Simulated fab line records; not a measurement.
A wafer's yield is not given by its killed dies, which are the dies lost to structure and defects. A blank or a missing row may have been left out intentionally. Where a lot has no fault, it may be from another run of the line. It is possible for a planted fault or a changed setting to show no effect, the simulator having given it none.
Split-lot trial ; flow ritCmos ; 23 wafers read from 5 lots, route of 202 steps

## ON THE SPLIT
At RIT_PRETRO_IMPLANT_08, the setting energyKev was moved away from the recipe's 45 on 5 of the 23 wafers read, by -5.8% to +2.7%. All remaining wafers had this setting at the recipe value.

Reading taken at the split's own step.

## THE READING
implant.drpNm (the simulator's own value, which no gauge read), in nm, at RIT_PRETRO_IMPLANT_08. The file does not state a usual value for it.

wafer;tool, chamber at the split;energyKev as run;against the recipe;implant.drpNm, nm;against lot-mates on the recipe
L077.1;implanter-03, 0;45;recipe;55.07;-
L077.3;implanter-03, 0;45;recipe;55.07;-
L077.4;implanter-03, 0;45;recipe;55.07;-
L077.5;implanter-03, 0;45;recipe;55.07;-
L077.6;implanter-03, 0;45;recipe;55.07;-
L080.1;implanter-02, 0;45;recipe;55.07;-
L080.2;implanter-02, 0;45;recipe;55.07;-
L080.4;implanter-02, 0;45;recipe;55.07;-
L080.5;implanter-02, 0;45;recipe;55.07;-
L080.6;implanter-02, 0;45;recipe;55.07;-
L082.1;implanter-03, 0;45;recipe;55.07;-
L082.3;implanter-03, 0;45;recipe;55.07;-
L082.6;implanter-03, 0;45;recipe;55.07;-
L084.1;implanter-04, 0;45;recipe;55.07;-
L084.6;implanter-04, 0;45;recipe;55.07;-
L084.2;implanter-04, 0;46.21;+2.7%;55.94;+0.87
L084.3;implanter-04, 0;46.21;+2.7%;55.94;+0.87
L084.4;implanter-04, 0;46.21;+2.7%;55.94;+0.87
L085.1;implanter-04, 0;45;recipe;55.07;-
L085.3;implanter-04, 0;45;recipe;55.07;-
L085.6;implanter-04, 0;45;recipe;55.07;-
L085.4;implanter-04, 0;42.4;-5.8%;53.15;-1.92
L085.5;implanter-04, 0;42.4;-5.8%;53.15;-1.92

THE FIT
A straight line over all 23 wafers: implant.drpNm changes by +0.33 nm for each +1% of energyKev; r = +1.00; the points scatter about the line by 0.0069 nm.
The same after taking each lot's own level away (the mean of its wafers on the recipe; 23 wafers): +0.33 nm for each +1%; r = +1.00; scatter 0.0069 nm.
On that fit, the largest move of energyKev shifts the reading by 1.9 nm.
The lots' own levels span 55.070 to 55.070 nm.
Hence the lot-to-lot level has little effect on the slope; both slopes agree.
Check: with one of the wafers moved furthest among these (-5.8%) left out of the fit, the line predicts -1.9 nm for it against its lot-mates. Against them it came out at -1.92 nm.

## THE OTHER SPLITS THESE WAFERS WENT THROUGH
Note: prior to the reading, these wafers also went through further splits. Each is held against what the fit with the lots' levels taken away leaves over:
other split on the same wafers;wafers away from the commonest value;r with implant.drpNm (lot level and that fit taken away)
RIT_ACTIVE_OXIDATION_01 oxTimeS;18;-0.30
RIT_ACTIVE_CVD_03 nh3FlowSccm;15;-0.39
RIT_FOX1_OXIDATION_00 oxTimeS;15;-0.60
RIT_NWELL_COAT_01 spinRpm;4;-0.06
RIT_NWELL_IMPLANT_08 doseCm2;4;-0.21
RIT_PWELL_COAT_01 spinRpm;6;-0.08
RIT_PWELL_IMPLANT_08 doseCm2;7;+0.37
RIT_NRETRO_IMPLANT_08 doseCm2;10;+0.23

## THE WHOLE CHAIN: every reading that the file lists as answering this split, in the file's order
step;what it does;reading;change (the file's fit);r (the file's)
RIT_PRETRO_IMPLANT_08;;implant.rpNm (the simulator's own value, which no gauge read);+1.35 nm for each +1% of the setting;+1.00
RIT_PRETRO_IMPLANT_08;;implant.drpNm (the simulator's own value, which no gauge read);+0.332 nm for each +1% of the setting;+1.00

## THE FILE'S OWN FIT
implant.drpNm changes by +0.332 nm for each +1% of energyKev, r = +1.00.
